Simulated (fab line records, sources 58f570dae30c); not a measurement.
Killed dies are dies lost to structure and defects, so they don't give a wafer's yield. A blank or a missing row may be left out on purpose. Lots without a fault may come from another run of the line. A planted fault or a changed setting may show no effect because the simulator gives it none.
A struck lot beside a sound one | flow berkeley_cmos170 | 16 steps out of a route of 331
Sound: wafers L231.1, L231.3, L231.6. Struck: wafers L241.2, L241.3, L241.6. The cause comes at the end.
At each step with rows: each side's tool, then ch and its chambers, then its first start. Under that, the readings that differ: sound wafers | struck wafers | difference of the means | sigmas: that difference in standard deviations of wafers without a fault.
alike: readings whose means differ by less than 2 such deviations, and words and numbers that are the same on both sides. not compared: withheld readings, readings that some wafer has no value for, bounds like >300 that may hide the same value, and numbers for which the record gives no deviation and whose values overlap.
The two part at a step that has a row with sigmas, a row that says differs or no value, or rows on one side only. Numbers that don't overlap but have no deviation are shown without sigmas and don't part them. A reading that every wafer of one side lacks parts them only if that side has two wafers or more.

UCB170_ACTIVE_OVL_MEAS_14:
  sound on overlay-02, day 6 22:47; struck on overlay-02, day 9 03:46
  alike: ACTIVE_OVL
UCB170_ACTIVE_ETCH_15: etches Si3N4 in CH3F/Ar/O2, stops on SiO2, target depth 242 nm, time 151 s.
  sound on rie_diel-01 ch 0,1, day 6 22:49; struck on rie_diel-02 ch 0,1,2, day 9 03:47
  reading             | sound             | struck            | difference | sigmas
  O2_flow_sccm (sccm) | 7.034 7.030 7.018 | 6.962 7.024 6.952 | -0.048     | -2
  alike: CH3F_flow_sccm, drypump_motor_current_A, mfc_ar_sccm, oes_product_au, throttle_valve_pct
  not compared: rf_hours_counter_h
UCB170_ACTIVE_STRIP_16: strips in O2.
  sound on plasma_asher-04 ch 1, day 6 22:55; struck on plasma_asher-02 ch 0,1, day 9 03:53
  reading                      | sound             | struck            | difference | sigmas
  strip_time_to_endpoint_s (s) | 18.15 18.10 18.21 | 18.32 18.33 18.24 | +0.14      | +2
  alike: drypump_motor_current_A, oes_product_au
  not compared: rf_hours_counter_h
UCB170_ACTIVE_CD_MEAS_90: target cd 1200 nm.
  sound on cd_sem-02, day 6 23:02; struck on cd_sem-02, day 9 04:01
  reading    | sound                | struck               | difference | sigmas
  cd_nm (nm) | 1199.0 1197.7 1198.7 | 1201.7 1201.9 1201.4 | +3.2       | +2
then, 7 steps without rows for these wafers: UCB170_ACTIVE_CLEAN_17 (cleans in SPM, time 600 s); UCB170_PFIELD_HMDS_00 (prime time 60 s); UCB170_PFIELD_COAT_01 (resist thk 900 nm); UCB170_PFIELD_SOFTBAKE_02 (time 60 s); UCB170_PFIELD_EXPOSE_03 (exposes mask PFIELD, target cd 1500 nm); UCB170_PFIELD_PEB_04; UCB170_PFIELD_DEVELOP_05 (develop time 45 s).
UCB170_PFIELD_OVL_MEAS_06:
  sound on overlay-02, day 7 00:19; struck on overlay-02, day 9 05:08
  alike: PFIELD_OVL
UCB170_PFIELD_IMPLANT_07:
  sound on implanter-03 ch 0, day 7 00:21; struck on implanter-01 ch 0, day 9 05:11
  reading            | sound                            | struck                          | difference | sigmas
  dose_ions_cm2      | 2.0008e+13 1.9962e+13 2.0007e+13 | 2.601e+13 2.6022e+13 2.6008e+13 | +6.021e+12 | +99 or more
  faraday_current_uA | 64.9 63.9 62.6                   | 81.1 80.9 81.2                  | +17.3      | +13
UCB170_PFIELD_STRIP_08: strips in O2.
  sound on plasma_asher-04 ch 0,1, day 7 00:30; struck on plasma_asher-04 ch 0, day 9 05:19
  alike: drypump_motor_current_A, oes_product_au, strip_time_to_endpoint_s
  not compared: rf_hours_counter_h
UCB170_PFIELD_TW_MEAS_09:
  sound on film_metro-02, day 7 00:36; struck on film_metro-02, day 9 05:39
  reading   | sound       | struck      | difference | sigmas
  PFIELD_TW | 607 606 604 | 663 663 660 | +56        | +13
  not compared: hold
-- the record jumps here: 4 days lie between the struck wafers' starts before and after (it left off in module PFIELD and takes up again in module M3, whose first step shown is number 331 of the route) --
UCB170_M3_PROBE_99:
  the record has rows for the struck wafers here (prober-01, day 13 01:53) and none for the sound ones

WHERE THEY PART
First at UCB170_ACTIVE_ETCH_15; last, within this record, at UCB170_M3_PROBE_99.

WHY: what the simulator had put in
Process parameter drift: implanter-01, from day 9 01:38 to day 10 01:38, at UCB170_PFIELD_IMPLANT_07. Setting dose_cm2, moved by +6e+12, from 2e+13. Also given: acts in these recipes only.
